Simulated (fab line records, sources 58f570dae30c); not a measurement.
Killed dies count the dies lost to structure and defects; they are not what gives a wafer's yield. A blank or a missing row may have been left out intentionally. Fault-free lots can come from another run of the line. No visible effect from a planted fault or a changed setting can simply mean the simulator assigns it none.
fab line records -- flow berkeleyCmos170
record lots=14, wafers=42, lastDay=13
route steps=331 shown PFIELD@86
lots that met no fault: taken from a fault-free run of the same line
startH: hours from the record's opening day to when the first of the lot's shown wafers began -- waitH: hours since the lot's step before -- " the same as in the row above -- L1.1+2: a row that stands for several wafers -- - value missing, or start not given -- * or withheld: withheld -- < > ~ a bound
route shown NAME@n: names a module that has steps shown in the file, with the first one's number in the route -- usual: average and standard deviation across the fault-free wafers -- same: alike in all rows -- chamber/n: place in a boat -- sites: per-site readings -- _std_site: their standard deviation -- _edge_site: the outer-site mean with the inner-site mean subtracted -- radiusMm: for every site, how far away it sits from the centre of the wafer -- mask NAME#n: copy n -- behind: the last tool/chamber to shape the wafer -- hold: why the lot went on hold/how many hours it stayed there/how the hold came to an end -- device: whichever transistor did not switch (one of n, p or np) -- end of line: tests of these same wafers at the route's end -- where a step has no rows: the recipe by itself -- killed: dies lost to structure and defects at the first sort, not the wafer's yield -- map: the dies of a wafer, with x for killed, . for not killed, _ for no die there
set.NAME: setting as actually run; set.NAME@STEP: the setting as run at that earlier step -- model.NAME: the simulator's own value behind a step, which no gauge read
route steps across a sampled set of lots; one table per step, one row per wafer
services: when a tool's chamber went out of use (startH, in hours from the record's first day, below 0 if earlier), for how many hours, and the reason
## steps
# step UCB170_PFIELD_IMPLANT_07
# recipe species=B, doseCm2=2e+13, energyKev=80, tiltDeg=7
# usual doseIonsCm2=2.0002e+13/2.4e+10, endStationPressureTorr=5.03e-06/2.6e-07, faradayCurrentUA=63.3/1.3
lot.wafer,tool,chamber,startH,waitH,doseIonsCm2,endStationPressureTorr,faradayCurrentUA
L221.2,implanter-01,0,94.30,0.0,1.9951e+13,5.03e-06,64.0
L221.5,implanter-01,0,94.30,0.0,1.9982e+13,4.91e-06,63.6
L221.6,implanter-01,0,94.30,0.0,1.9975e+13,5.38e-06,62.5
L222.1,implanter-03,0,102.56,0.0,2.0025e+13,5.26e-06,64.4
L222.2,implanter-03,0,102.56,0.0,2.0009e+13,5.24e-06,64.1
L222.5,implanter-03,0,102.56,0.0,1.998e+13,5.33e-06,61.5
L224.1,implanter-04,0,117.03,0.0,1.9957e+13,4.95e-06,61.5
L224.2,implanter-04,0,117.03,0.0,1.9987e+13,5.06e-06,61.3
L224.4,implanter-04,0,117.03,0.0,1.9979e+13,5.41e-06,64.7
L225.3,implanter-04,0,125.35,0.1,2.0021e+13,5.45e-06,60.0
L225.4,implanter-04,0,125.35,0.1,2.0027e+13,4.76e-06,62.8
L225.5,implanter-04,0,125.35,0.1,1.9999e+13,4.8e-06,64.4
L227.1,implanter-01,0,126.81,0.1,2e+13,5.27e-06,63.7
L227.3,implanter-01,0,126.81,0.1,2.001e+13,5.08e-06,63.4
L227.4,implanter-01,0,126.81,0.1,1.9975e+13,4.52e-06,64.6
L229.1,implanter-04,0,132.56,0.0,2.0009e+13,4.51e-06,59.6
L229.2,implanter-04,0,132.56,0.0,2.0016e+13,5.16e-06,65.5
L229.5,implanter-04,0,132.56,0.0,2.0032e+13,5.19e-06,63.4
L228.2,implanter-01,0,133.14,0.0,1.9963e+13,5.1e-06,65.2
L228.4,implanter-01,0,133.14,0.0,1.9985e+13,4.67e-06,65.1
L228.6,implanter-01,0,133.14,0.0,1.9983e+13,4.94e-06,62.6
L231.2,implanter-03,0,144.37,0.0,1.9968e+13,4.92e-06,63.8
L231.4,implanter-03,0,144.37,0.0,1.9985e+13,4.53e-06,64.9
L231.5,implanter-03,0,144.37,0.0,1.9966e+13,4.82e-06,63.4
L230.2,implanter-01,0,144.65,0.0,2.0036e+13,4.93e-06,64.2
L230.3,implanter-01,0,144.65,0.0,2.0007e+13,5.07e-06,64.8
L230.5,implanter-01,0,144.65,0.0,2.0024e+13,5.21e-06,62.3
L232.3,implanter-03,0,159.25,0.1,2.0046e+13,5.61e-06,65.1
L232.4,implanter-03,0,159.25,0.1,2.003e+13,4.73e-06,63.7
L232.5,implanter-03,0,159.25,0.1,2.002e+13,5.03e-06,64.3
L234.1,implanter-01,0,167.81,0.0,1.9994e+13,4.77e-06,64.3
L234.2,implanter-01,0,167.81,0.0,1.9986e+13,5.14e-06,64.0
L234.6,implanter-01,0,167.81,0.0,1.9979e+13,4.53e-06,64.2
L235.3,implanter-01,0,177.51,0.1,2.0025e+13,5e-06,60.9
L235.5,implanter-01,0,177.51,0.1,1.9987e+13,5.15e-06,64.7
L235.6,implanter-01,0,177.51,0.1,2.0028e+13,5.17e-06,63.3
L241.1,implanter-01,0,197.17,0.0,2.6028e+13,4.87e-06,79.6
L241.4,implanter-01,0,197.17,0.0,2.602e+13,4.89e-06,82.1
L241.5,implanter-01,0,197.17,0.0,2.6041e+13,4.85e-06,86.1
L244.1,implanter-01,0,215.43,0.0,2.601e+13,4.87e-06,82.3
L244.2,implanter-01,0,215.43,0.0,2.6008e+13,5.08e-06,79.4
L244.4,implanter-01,0,215.43,0.0,2.5999e+13,4.93e-06,83.8
# step UCB170_PFIELD_TW_MEAS_09
# usual PFIELD_TW=606/4.3
lot.wafer,tool,chamber,startH,waitH,hold,PFIELD_TW
L221.2,filmMetro-04,-,94.54,0.1,-,601
L221.5,filmMetro-04,-,94.54,0.1,-,600
L221.6,filmMetro-04,-,94.54,0.1,-,603
L222.1,filmMetro-01,-,102.81,0.1,-,608
L222.2,filmMetro-01,-,102.81,0.1,-,608
L222.5,filmMetro-01,-,102.81,0.1,-,607
L224.1,filmMetro-04,-,117.28,0.1,-,599
L224.2,filmMetro-04,-,117.28,0.1,-,596
L224.4,filmMetro-04,-,117.28,0.1,-,599
L225.3,filmMetro-04,-,125.57,0.1,-,602
L225.4,filmMetro-04,-,125.57,0.1,-,602
L225.5,filmMetro-04,-,125.57,0.1,-,607
L227.1,filmMetro-04,-,127.06,0.1,-,604
L227.3,filmMetro-04,-,127.06,0.1,-,602
L227.4,filmMetro-04,-,127.06,0.1,-,602
L229.1,filmMetro-02,-,132.81,0.1,-,611
L229.2,filmMetro-02,-,132.81,0.1,-,608
L229.5,filmMetro-02,-,132.81,0.1,-,611
L228.2,filmMetro-01,-,133.37,0.1,-,609
L228.4,filmMetro-01,-,133.37,0.1,-,606
L228.6,filmMetro-01,-,133.37,0.1,-,607
L231.2,filmMetro-02,-,144.61,0.1,-,606
L231.4,filmMetro-02,-,144.61,0.1,-,606
L231.5,filmMetro-02,-,144.61,0.1,-,610
L230.2,filmMetro-01,-,144.88,0.1,-,609
L230.3,filmMetro-01,-,144.88,0.1,-,609
L230.5,filmMetro-01,-,144.88,0.1,-,610
L232.3,filmMetro-01,-,159.47,0.1,-,612
L232.4,filmMetro-01,-,159.47,0.1,-,611
L232.5,filmMetro-01,-,159.47,0.1,-,609
L234.1,filmMetro-04,-,168.06,0.1,-,600
L234.2,filmMetro-04,-,168.06,0.1,-,605
L234.6,filmMetro-04,-,168.06,0.1,-,603
L235.3,filmMetro-04,-,177.73,0.1,-,602
L235.5,filmMetro-04,-,177.73,0.1,-,602
L235.6,filmMetro-04,-,177.73,0.1,-,601
L241.1,filmMetro-02,-,197.42,0.1,awaitDispo/0.2h/release,662
L241.4,filmMetro-02,-,197.42,0.1,awaitDispo/0.2h/release,665
L241.5,filmMetro-02,-,197.42,0.1,awaitDispo/0.2h/release,665
L241.1,filmMetro-02,-,197.64,0.2,-,667
L241.4,filmMetro-02,-,197.64,0.2,-,658
L241.5,filmMetro-02,-,197.64,0.2,-,663
L244.1,filmMetro-01,-,215.68,0.1,awaitDispo/0.2h/release,661
L244.2,filmMetro-01,-,215.68,0.1,awaitDispo/0.2h/release,664
L244.4,filmMetro-01,-,215.68,0.1,awaitDispo/0.2h/release,658
L244.1,filmMetro-01,-,215.90,0.2,-,660
L244.2,filmMetro-01,-,215.90,0.2,-,662
L244.4,filmMetro-01,-,215.90,0.2,-,662
## services
tool,chamber,startH,hours,kind
implanter-03,-,77.58,5.6,repair
implanter-03,-,83.20,5.4,pm
implanter-03,-,105.24,2.0,repair
implanter-03,-,106.39,5.6,repair
implanter-03,-,113.61,4.9,repair
implanter-03,-,115.19,3.9,repair
implanter-03,-,124.03,8.1,pm
implanter-04,-,141.51,3.3,pm
implanter-03,-,176.17,4.7,repair
implanter-03,-,196.92,1.8,repair
## key
firstSign step=UCB170_PFIELD_IMPLANT_07, reading=doseIonsCm2, direction=up, sigmas=99+, usual=2.0002e+13, struck=2.6018e+13
effect step=UCB170_PFIELD_IMPLANT_07, reading=faradayCurrentUA, direction=up, sigmas=15, usual=63.3, struck=82.2
effect step=UCB170_PFIELD_TW_MEAS_09, reading=visit, direction=added
effect step=UCB170_PFIELD_TW_MEAS_09, reading=PFIELD_TW, direction=up, sigmas=13, usual=606, struck=662
metAt UCB170_PFIELD_IMPLANT_07
struckLots L241,L244
testerLeftOut L241,L244
onsetBetween 177.51 197.17
fault kind=processParameterDrift, tool=implanter-01, chamber=-, onsetH=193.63, steps=UCB170_PFIELD_IMPLANT_07, channel=doseCm2, offset=6e+12, shape=step, endH=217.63, actsIn=theseRecipesOnly, stated=2e+13
# testerLeftOut: of these lots the tester's yield and bins aren't shown, on N5 and GAA mostly nor the transistor test; their killed dies are dies lost to structure and defects alone, not to doping, threshold or leakage, so they don't give the yield
